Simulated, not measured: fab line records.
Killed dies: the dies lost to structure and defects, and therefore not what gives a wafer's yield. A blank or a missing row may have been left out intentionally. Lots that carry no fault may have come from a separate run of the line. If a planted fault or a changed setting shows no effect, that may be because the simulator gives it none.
Which tool did it? :: flow ritCmos :: 15 lots with 45 wafers sampled at 4 steps, on a route of 202 steps

## WHAT THE GAUGES READ, wafer by wafer
RIT_ACTIVE_THK_MEAS_04. Usual: ACTIVE_NITRIDE_THK 149.0 nm, standard deviation 1.7.
lot: L679
measured: day 1 13:33
on: filmMetro-01
ACTIVE_NITRIDE_THK (nm): 145.8 146.3 146.2
flag: 

lot: L680
measured: day 1 18:32
on: filmMetro-01
ACTIVE_NITRIDE_THK (nm): 144.3 145.3 145.4
flag: 

lot: L681
measured: day 2 01:18
on: filmMetro-01
ACTIVE_NITRIDE_THK (nm): 146.9 147.1 146.4
flag: 

lot: L682
measured: day 2 05:14
on: filmMetro-01
ACTIVE_NITRIDE_THK (nm): 145.6 145.1 146.0
flag: 

lot: L683
measured: day 2 09:32
on: filmMetro-01
ACTIVE_NITRIDE_THK (nm): 148.9 149.0 149.3
flag: 

lot: L684
measured: day 2 14:32
on: filmMetro-02
ACTIVE_NITRIDE_THK (nm): 148.6 148.2 149.3
flag: 

lot: L686
measured: day 3 00:32
on: filmMetro-04
ACTIVE_NITRIDE_THK (nm): 151.5 151.6 150.7
flag: 

lot: L688
measured: day 3 10:32
on: filmMetro-04
ACTIVE_NITRIDE_THK (nm): 150.0 148.2 150.0
flag: 

lot: L689
measured: day 3 15:32
on: filmMetro-04
ACTIVE_NITRIDE_THK (nm): 149.3 149.5 150.7
flag: 

lot: L692
measured: day 4 06:32
on: filmMetro-01
ACTIVE_NITRIDE_THK (nm): 148.3 148.7 150.6
flag: 

lot: L695
measured: day 4 22:37
on: filmMetro-04
ACTIVE_NITRIDE_THK (nm): 150.2 149.6 150.5
flag: 

lot: L696
measured: day 5 02:32
on: filmMetro-01
ACTIVE_NITRIDE_THK (nm): 149.5 150.6 148.7
flag: 

lot: L697
measured: day 5 08:02
on: filmMetro-01
ACTIVE_NITRIDE_THK (nm): 148.8 148.4 149.5
flag: 

lot: L698
measured: day 5 12:32
on: filmMetro-02
ACTIVE_NITRIDE_THK (nm): 150.6 151.4 148.9
flag: 

lot: L702
measured: day 6 08:34
on: filmMetro-01
ACTIVE_NITRIDE_THK (nm): 149.3 149.5 150.3
flag: 

RIT_FOX2_THK_MEAS_01. Usual: FOX2_OXIDE_THK 348 nm, standard deviation 6.2.
lot: L679
measured: day 1 18:38
on: filmMetro-02
FOX2_OXIDE_THK (nm): 338 338 336
flag: 

lot: L680
measured: day 1 23:22
on: filmMetro-01
FOX2_OXIDE_THK (nm): 357 353 356
flag: 

lot: L681
measured: day 2 06:14
on: filmMetro-02
FOX2_OXIDE_THK (nm): 342 353 344
flag: 

lot: L682
measured: day 2 10:52
on: filmMetro-01
FOX2_OXIDE_THK (nm): 346 353 352
flag: 

lot: L683
measured: day 2 16:01
on: filmMetro-03
FOX2_OXIDE_THK (nm): 346 344 347
flag: 

lot: L684
measured: day 2 19:46
on: filmMetro-01
FOX2_OXIDE_THK (nm): 344 349 349
flag: 

lot: L686
measured: day 3 06:23
on: filmMetro-03
FOX2_OXIDE_THK (nm): 345 347 345
flag: 

lot: L688
measured: day 3 16:00
on: filmMetro-03
FOX2_OXIDE_THK (nm): 346 344 353
flag: 

lot: L689
measured: day 3 20:26
on: filmMetro-02
FOX2_OXIDE_THK (nm): 348 346 340
flag: 

lot: L692
measured: day 4 13:06
on: filmMetro-03
FOX2_OXIDE_THK (nm): 349 352 353
flag: 

lot: L695
measured: day 5 04:05
on: filmMetro-01
FOX2_OXIDE_THK (nm): 363 356 354
flag: 

lot: L696
measured: day 5 07:20
on: filmMetro-03
FOX2_OXIDE_THK (nm): 350 349 359
flag: 

lot: L697
measured: day 5 13:01
on: filmMetro-03
FOX2_OXIDE_THK (nm): 344 346 346
flag: 

lot: L698
measured: day 5 18:29
on: filmMetro-01
FOX2_OXIDE_THK (nm): 352 348 352
flag: 

lot: L702
measured: day 6 14:24
on: filmMetro-03
FOX2_OXIDE_THK (nm): 343 340 342
flag: 

RIT_NWELL_OVL_MEAS_06. Usual: NWELL_OVL -0.5 nm, standard deviation 1.5.
lot: L679
measured: day 1 20:34
on: overlay-01
NWELL_OVL (nm): -1.8 -1.6 0.2
flag: 

lot: L680
measured: day 2 01:19
on: overlay-02
NWELL_OVL (nm): 2.8 2.5 3.6
flag: 

lot: L681
measured: day 2 08:13
on: overlay-02
NWELL_OVL (nm): -1.1 -0.9 -0.7
flag: 

lot: L682
measured: day 2 12:49
on: overlay-01
NWELL_OVL (nm): 0.3 -0.1 0.8
flag: 

lot: L683
measured: day 2 17:55
on: overlay-02
NWELL_OVL (nm): 0.2 -0.5 0.4
flag: 

lot: L684
measured: day 2 21:49
on: overlay-01
NWELL_OVL (nm): -0.3 0.4 -0.2
flag: 

lot: L686
measured: day 3 08:20
on: overlay-02
NWELL_OVL (nm): -3.9 -4.6 -4.2
flag: 

lot: L688
measured: day 3 18:05
on: overlay-02
NWELL_OVL (nm): 1.2 0.1 1.6
flag: 

lot: L689
measured: day 3 22:24
on: overlay-02
NWELL_OVL (nm): -0.2 -1.0 -1.6
flag: 

lot: L692
measured: day 4 15:02
on: overlay-01
NWELL_OVL (nm): -1.0 -0.8 -1.3
flag: 

lot: L695
measured: day 5 05:58
on: overlay-02
NWELL_OVL (nm): -0.1 1.0 0.0
flag: 

lot: L696
measured: day 5 09:23
on: overlay-01
NWELL_OVL (nm): -299.0 -300.3 -300.9
flag: OFF

lot: L697
measured: day 5 14:54
on: overlay-02
NWELL_OVL (nm): -299.5 -299.0 -301.0
flag: OFF

lot: L698
measured: day 5 20:18
on: overlay-01
NWELL_OVL (nm): -303.3 -300.5 -301.3
flag: OFF

lot: L702
measured: day 6 16:28
on: overlay-01
NWELL_OVL (nm): -3.9 -1.1 -1.1
flag: 

## EACH LOT AND THE TOOL THAT RAN IT (in order: tool; ch and the chambers of the sampled wafers; start)
lot: L679
RIT_NWELL_EXPOSE_03: ilineStepper-02 ch 0, day 1 20:10

lot: L680
RIT_NWELL_EXPOSE_03: ilineStepper-01 ch 0, day 2 00:53

lot: L681
RIT_NWELL_EXPOSE_03: ilineStepper-01 ch 0, day 2 07:47

lot: L682
RIT_NWELL_EXPOSE_03: ilineStepper-01 ch 0, day 2 12:23

lot: L683
RIT_NWELL_EXPOSE_03: ilineStepper-01 ch 0, day 2 17:30

lot: L684
RIT_NWELL_EXPOSE_03: ilineStepper-02 ch 0, day 2 21:23

lot: L686
RIT_NWELL_EXPOSE_03: ilineStepper-02 ch 0, day 3 07:55

lot: L688
RIT_NWELL_EXPOSE_03: ilineStepper-02 ch 0, day 3 17:40

lot: L689
RIT_NWELL_EXPOSE_03: ilineStepper-02 ch 0, day 3 21:58

lot: L692
RIT_NWELL_EXPOSE_03: ilineStepper-01 ch 0, day 4 14:38

lot: L695
RIT_NWELL_EXPOSE_03: ilineStepper-02 ch 0, day 5 05:32

lot: L696
RIT_NWELL_EXPOSE_03: ilineStepper-01 ch 0, day 5 08:56

lot: L697
RIT_NWELL_EXPOSE_03: ilineStepper-01 ch 0, day 5 14:29

lot: L698
RIT_NWELL_EXPOSE_03: ilineStepper-01 ch 0, day 5 19:52

lot: L702
RIT_NWELL_EXPOSE_03: ilineStepper-02 ch 0, day 6 16:05
- RIT_NWELL_EXPOSE_03: exposes mask M2, target cd 43900 nm.

## WHAT THE TOOLS THEMSELVES READ (means of the sampled wafers that have a number; where no wafer has one, the mark that the record gives instead)
RIT_NWELL_EXPOSE_03. Usual: 23.00 C for reticleTempC, sd 0.11.
lot: L679
tool: ilineStepper-02
reticleTempC (C): 22.97
flag: 

lot: L680
tool: ilineStepper-01
reticleTempC (C): 22.91
flag: 

lot: L681
tool: ilineStepper-01
reticleTempC (C): 23.01
flag: 

lot: L682
tool: ilineStepper-01
reticleTempC (C): 23.04
flag: 

lot: L683
tool: ilineStepper-01
reticleTempC (C): 22.90
flag: 

lot: L684
tool: ilineStepper-02
reticleTempC (C): 22.98
flag: 

lot: L686
tool: ilineStepper-02
reticleTempC (C): 23.17
flag: 

lot: L688
tool: ilineStepper-02
reticleTempC (C): 23.07
flag: 

lot: L689
tool: ilineStepper-02
reticleTempC (C): 23.15
flag: 

lot: L692
tool: ilineStepper-01
reticleTempC (C): 22.87
flag: 

lot: L695
tool: ilineStepper-02
reticleTempC (C): 22.97
flag: 

lot: L696
tool: ilineStepper-01
reticleTempC (C): 23.19
flag: 

lot: L697
tool: ilineStepper-01
reticleTempC (C): 22.91
flag: 

lot: L698
tool: ilineStepper-01
reticleTempC (C): 23.12
flag: 

lot: L702
tool: ilineStepper-02
reticleTempC (C): 22.94
flag: 

## THE ANSWER, worked out from the rows above alone
Rule: a lot is off if the mean of its wafers that have a number lies more than 3 standard deviations from the usual mean. Also off: a lot with no number at a reading for which 4 or more lots have one. The other lots that the step has rows for count as sound. After the gauges, taken in route order, come the tools' own readings; for these a lot's mean is taken, as printed above. At the first step where some lot is off, the reading lying furthest off is the one used; lots without a number count as furthest.
Off: at RIT_NWELL_OVL_MEAS_06 (NWELL_OVL), L696, L697, L698.
A tool fits if, at a process step before that reading, it ran every lot that is off, and no sound lot after the first of them. Those tools and the gauges at RIT_NWELL_OVL_MEAS_06 are tried in the same way. One fits: RIT_NWELL_EXPOSE_03 on ilineStepper-01. Its last sound lot is L692 (day 4 14:38), its first lot that is off L696 (day 5 08:56): a fault that began between those two fits.

## WHAT HAD BEEN PUT IN BY THE SIMULATOR
Scanner matching overlay: ilineStepper-01, from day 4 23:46 on, at RIT_NWELL_EXPOSE_03. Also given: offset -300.
Struck lots among those shown: L696, L697, L698. This agrees with what the rule above found.
